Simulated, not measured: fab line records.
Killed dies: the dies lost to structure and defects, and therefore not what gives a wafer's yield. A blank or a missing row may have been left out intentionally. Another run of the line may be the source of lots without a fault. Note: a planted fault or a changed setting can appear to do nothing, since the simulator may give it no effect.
Struck lot and sound lot, side by side + flow rit cmos + 18 steps out of a route of 202
Sound: these wafers, L858.1, L858.4, L858.6. Struck: wafers L869.3, L869.4, L869.5. Last of all comes the cause.
Per side, at each step with rows, come the tool, then ch with its chambers, and then its first start. Under that, the readings that differ: sound wafers + struck wafers + difference of the means + sigmas: that difference in standard deviations of wafers without a fault.
alike: words and numbers the same on both sides, and readings whose means are apart by under 2 such deviations; not compared: readings that were withheld, readings missing a value for some wafer, numbers with overlapping values and no deviation given by the record, and bounds like >300 which may hide the same value.
The two part at a step that has a row with sigmas, a row that says differs or no value, or rows on one side only. Numbers that don't overlap but have no deviation are shown without sigmas and don't part them. A reading that every wafer of one side lacks parts them only if that side has two wafers or more.

first, 2 steps without rows for these wafers: RIT_ACTIVE_CLEAN_17 (cleans in SC2, time 600 s); RIT_FOX1_OXIDATION_00 (target thk 350.7 nm, ox time 1130 s).
RIT_FOX1_THK_MEAS_01:
  struck on film metro-01, day 4 16:25; sound on film metro-02, day 2 11:11
  alike: FOX1_OXIDE_THK
then, 2 steps without rows for these wafers: RIT_FOX1_WET_ETCH_02 (etches SiO2 in BOE, target depth 350 nm, time 390 s); RIT_FOX2_OXIDATION_00 (target thk 350.7 nm, ox time 1130 s).
RIT_FOX2_THK_MEAS_01:
  struck on film metro-03, day 4 17:55; sound on film metro-04, day 2 13:48
  alike: FOX2_OXIDE_THK
then, 2 steps without rows for these wafers: RIT_FOX2_CLEAN_02 (cleans in dHF, time 180 s); RIT_FOX2_WET_ETCH_03 (etches Si3N4 in H3PO4, target depth 195 nm, time 2700 s).
RIT_FOX2_THK_MEAS_90:
  struck on film metro-02, day 4 18:47; sound on film metro-04, day 2 14:45
  alike: FIELD_OXIDE_LEFT_1_THK
then, 3 steps without rows for these wafers: RIT_NWELL_HMDS_00 (prime time 60 s); RIT_NWELL_COAT_01 (resist thk 1300 nm); RIT_NWELL_SOFTBAKE_02 (time 60 s).
RIT_NWELL_EXPOSE_03: exposes mask M2, target cd 43900 nm.
  sound on iline stepper-02 ch 0, day 2 15:23; struck on iline stepper-02 ch 0, day 4 19:26
| reading                       | sound                | struck         | difference | sigmas |
|-------------------------------|----------------------|----------------|------------|--------|
| model.NWELL.overlay x nm (nm) | 0.8833 0.8833 0.8833 | 2.28 2.28 2.28 | +1.40      |        |
  alike: mask, focus offset nm
then, 2 steps without rows for these wafers: RIT_NWELL_PEB_04; RIT_NWELL_DEVELOP_05 (develop time 68 s).
RIT_NWELL_OVL_MEAS_06:
  struck on overlay-02, day 4 19:51; sound on overlay-02, day 2 15:49
| reading        | sound       | struck      | difference | sigmas |
|----------------|-------------|-------------|------------|--------|
| NWELL_OVL (nm) | 2.1 1.2 1.1 | 3.5 5.2 4.2 | +2.8       | +3     |
then, 1 step without rows for these wafers: RIT_NWELL_HARDBAKE_07 (time 120 s).
RIT_M1_PROBE_99:
  only the struck wafers here have rows in the record (prober-01, day 6 13:22); the sound ones have none

WHERE THEY PART
At RIT_NWELL_OVL_MEAS_06 first; at RIT_M1_PROBE_99 last (within this record only).

WHY: the cause the simulator had injected
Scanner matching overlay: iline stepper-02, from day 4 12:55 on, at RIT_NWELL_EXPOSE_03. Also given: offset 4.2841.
